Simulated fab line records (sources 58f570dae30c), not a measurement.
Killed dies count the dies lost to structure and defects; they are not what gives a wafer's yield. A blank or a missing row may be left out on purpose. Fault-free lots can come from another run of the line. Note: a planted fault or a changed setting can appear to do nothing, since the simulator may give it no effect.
Which of the tools did it? ; flow berkeley cmos170 ; at 1 step of a route of 331, 14 lots with 42 wafers sampled

WHAT THE GAUGES READ, wafer by wafer
UCB170_NWELL_THK_MEAS_05.
lot;measured;on;NWELL_NITRIDE_THK (nm)
L833;day 2 03:02;film metro-01;225.9 224.1 226.3
L836;day 2 20:58;film metro-03;224.2 226.2 224.1
L837;day 3 02:29;film metro-03;223.0 224.1 226.8
L839;day 3 11:06;film metro-01;221.1 220.4 220.8
L838;day 3 11:07;film metro-03;222.8 222.3 223.0
L840;day 3 19:37;film metro-04;227.4 224.1 223.1
L843;day 4 09:24;film metro-04;226.7 226.2 224.9
L848;day 5 08:49;film metro-04;227.9 223.7 225.3
L850;day 5 17:10;film metro-04;225.2 222.9 224.9
L851;day 5 23:07;film metro-01;220.7 221.7 219.9
L852;day 6 07:37;film metro-01;224.0 223.5 222.8
L853;day 6 07:37;film metro-03;222.3 220.4 221.6
L854;day 6 14:41;film metro-03;223.8 224.0 223.1
L856;day 6 20:33;film metro-03;221.7 220.8 221.4

TOOL THAT RAN EACH LOT (tool first, then ch and the chambers of the sampled wafers, then the start)
Before these readings, the record contains no process step.

WHAT THE TOOLS THEMSELVES READ (means of the sampled wafers that have a number; where no wafer has one, the mark that the record gives instead)
The record holds no such reading with a usual standard deviation.

THE ANSWER, worked out from the rows above alone
Rule: what is usual is taken from the lots themselves. The widest of any qualifying gaps counts: lots, ordered by their means at a reading, are off when they make up no more than a third of the lots, leave a main group of 4 or more, and stand apart from it by 3 or more times the standard deviation of that group's means. A main group whose means are all the same, to the digits that the tables above print for the reading, isn't used. A lot without any number at a reading at which 4 lots or more have one is off too. The other lots that the step has rows for count as sound. After the gauges, taken in route order, come the tools' own readings; for these a lot's mean is taken, as printed above. At the first step where some lot is off, the reading lying furthest off is the one used; lots without a number count as furthest.
None of the lots is off at any reading shown; this tells nothing.

WHAT HAD BEEN PUT IN BY THE SIMULATOR
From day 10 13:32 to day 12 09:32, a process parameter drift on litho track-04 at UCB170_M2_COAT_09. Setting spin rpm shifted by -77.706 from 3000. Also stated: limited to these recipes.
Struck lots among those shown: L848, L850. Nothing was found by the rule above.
